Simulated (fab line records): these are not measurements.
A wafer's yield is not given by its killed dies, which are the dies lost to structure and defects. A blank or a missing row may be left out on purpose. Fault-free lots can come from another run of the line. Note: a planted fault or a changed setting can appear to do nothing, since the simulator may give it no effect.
Which tool is to blame? ; flow rit_cmos ; Sampling: 14 lots, 42 wafers, 2 of 202 route steps

## WHAT THE GAUGES SHOWED, per wafer
RIT_PSD_OVL_MEAS_06. Usual: PSD_OVL 0.7 nm, standard deviation 1.2.
lot;measured;on;PSD_OVL (nm);flag
L595;day 3 15:28;overlay-01;2.0 -2.3 -1.0;
L596;day 3 18:08;overlay-01;1.2 0.7 2.7;
L597;day 3 18:28;overlay-01;0.8 -0.5 1.4;
L599;day 4 06:52;overlay-02;-0.5 1.8 -1.3;
L600;day 4 07:20;overlay-01;0.0 2.0 1.8;
L604;day 5 00:37;overlay-02;128.8 130.4 129.4;OFF
L603;day 5 04:46;overlay-02;1.1 0.0 2.3;
L608;day 6 00:24;overlay-02;130.7 131.0 131.9;OFF
L610;day 6 12:07;overlay-01;1.4 1.9 3.1;
L611;day 6 18:00;overlay-02;1.8 0.0 1.6;
L612;day 6 20:32;overlay-02;-1.1 -1.1 1.0;
L615;day 7 06:52;overlay-02;0.3 0.5 1.3;
L617;day 7 19:47;overlay-01;3.1 3.0 0.7;
L618;day 8 01:30;overlay-02;2.0 0.1 -1.5;

## WHAT TOOL EACH LOT RAN ON (gives the tool, then ch and the chambers of the sampled wafers, and finally the start)
lot;RIT_PSD_EXPOSE_03
L595;iline_stepper-01 ch 0, day 3 15:05
L596;iline_stepper-01 ch 0, day 3 17:39
L597;iline_stepper-01 ch 0, day 3 18:06
L599;iline_stepper-02 ch 0, day 4 06:26
L600;iline_stepper-01 ch 0, day 4 06:55
L604;iline_stepper-02 ch 0, day 5 00:14
L603;iline_stepper-01 ch 0, day 5 04:22
L608;iline_stepper-02 ch 0, day 6 00:01
L610;iline_stepper-01 ch 0, day 6 11:43
L611;iline_stepper-01 ch 0, day 6 17:36
L612;iline_stepper-01 ch 0, day 6 20:09
L615;iline_stepper-01 ch 0, day 7 06:29
L617;iline_stepper-01 ch 0, day 7 19:25
L618;iline_stepper-01 ch 0, day 8 01:06
- RIT_PSD_EXPOSE_03: exposes mask M10, target cd 40900 nm.

## AS READ BY THE TOOLS THEMSELVES (means over the sampled wafers that have a number; for cases with no such wafer, the mark the record gives instead)
The record holds no such reading with a usual standard deviation.

## THE ANSWER, worked out from the rows above alone
Rule: lot off if the mean of its wafers having a number is beyond 3 standard deviations from the usual mean. Also off: a lot with no number at a reading for which 4 or more lots have one. Any other lot the step has rows for is counted as sound. The gauges are gone through in route order, then the tools' own readings, and for those a lot's mean is taken as printed above. At the first step where some lot is off, the reading lying furthest off is the one used; lots without a number count as furthest.
Off: L604, L608, at RIT_PSD_OVL_MEAS_06 (PSD_OVL).
A tool fits if, at a process step before that reading, it ran every lot that is off, and no sound lot after the first of them. Gauges at RIT_PSD_OVL_MEAS_06: tried the same way as those tools. One fits: iline_stepper-02 at RIT_PSD_EXPOSE_03. A fault onset in the window from L599 (day 4 06:26, its last sound lot) to L604 (day 5 00:14, its first lot off) fits.

## WHAT THE SIMULATOR PUT IN
Scanner matching overlay: iline_stepper-02, from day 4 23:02 on, at RIT_PSD_EXPOSE_03. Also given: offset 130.
Shown lots that were struck: L604, L608. Same finding as the rule above.
